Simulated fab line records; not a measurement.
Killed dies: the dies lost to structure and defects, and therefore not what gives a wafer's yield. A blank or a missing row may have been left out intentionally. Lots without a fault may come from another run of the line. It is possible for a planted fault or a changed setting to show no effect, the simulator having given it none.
Problem report in the 8D (eight disciplines) form, filled by code | flow rit_cmos | the parts of the form that need people (team, actions taken, sign-off) are left out

## 1. THE ISSUE
killed_at_front_end at RIT_M1_PROBE_99 reads a mean of 35.7 on 3 wafers of 2 lots; wafers without a fault read 6.9 with a standard deviation of 2.9. Relative to the usual mean, that is a shift of +9.9 standard deviations.
First seen on wafer L696.4, day 7 03:59, on prober-01. The record holds 24 wafers of 8 lots with a number at this step. Rule for "out" (also "out of limits"): further than 4 standard deviations from the usual mean. All remaining wafers that have a number are taken as sound.

## 2. WHAT IT IS; WHAT IT IS NOT
question                    | is                                              | is not
which readings at this step | killed_at_front_end, killed_dies, killed_on_rim | killed_at_contacts, killed_open, killed_short
which lots                  | L696, L700                                      | L679, L683, L686, L687, L692, L693
which wafers of those lots  | L696.4, L700.1, L700.5                          | L696.1, L696.3, L700.2
read on which tools         | prober-01, prober-02                            | -
when                        | from day 7 03:59                                | up to then (20 sound wafers); but 1 sound wafer of L700 came after

## 3. WHAT RULES OUT EACH SUSPECT
Counting: if a tool at a process step up to the reading ran every lot that is out, it stays a suspect. Sound lots after the first of them don't rule it out here, since some wafers of a struck lot are sound.
- plasma_asher-04 at RIT_NLDD_STRIP_09 (strips in O2, time 180 s): kept. Ran every lot that is out, first one L696 (day 6 11:36); last sound lot up to then L686 (day 4 10:35).
- rie_diel-03 at RIT_SPACER_ETCHBACK_05 (etches Si3N4 in SF6/CHF3, stops on SiO2, target depth 250 nm, time 240 s): kept. Ran every lot that is out, first one L696 (day 6 16:55); last sound lot up to then L693 (day 6 02:01).
- At RIT_SPACER_ETCHBACK_05, inside rie_diel-03: chamber 0 took the wafers that are out, while their sound lot-mates went through chambers 2, 3.
The count leaves rie_diel-03 at RIT_SPACER_ETCHBACK_05 and plasma_asher-04 at RIT_NLDD_STRIP_09.

## 4. THE CAUSE (what the simulator had put in)
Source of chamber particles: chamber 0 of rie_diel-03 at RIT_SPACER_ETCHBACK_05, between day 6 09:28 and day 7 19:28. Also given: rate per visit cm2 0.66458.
Of the 2 suspects that counting leaves, this tool is one.

## 5. SEQUENCE OF EFFECTS, ordered by route
Each row: a reading where the mean over the struck wafers with a number is more than 3 standard deviations away from the usual. Only readings for which the record gives a usual standard deviation are gone through. hours: the time from each lot's start at the first step in this table that gives one to its start at this step, as a median over the lots. sigmas: the change in usual standard deviations.
hours | step            | reading             | usual | on struck wafers | change | sigmas
0     | RIT_M1_PROBE_99 | killed_at_front_end | 6.9   | 35.7             | +28.8  | +9.9
0     | RIT_M1_PROBE_99 | killed_dies         | 7.0   | 35.7             | +28.7  | +9.9
0     | RIT_M1_PROBE_99 | killed_on_rim       | 1.8   | 10.0             | +8.2   | +5.9
Its process steps:
- RIT_M1_PROBE_99

## 6. HOW IT WOULD HAVE BEEN CAUGHT EARLIER
The fault began at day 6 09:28; the first out-of-limits reading in this record came at day 7 03:59, 19 hours later.
Of the tool readings at RIT_SPACER_ETCHBACK_05 for which the record gives a usual standard deviation, none was out on any struck wafer, so an alarm limit of 4 standard deviations on them would not have fired.
L700, from the lots that are out (2), started RIT_SPACER_ETCHBACK_05 on rie_diel-03 later than day 7 03:59. A hold on the tool at that time would have spared it.
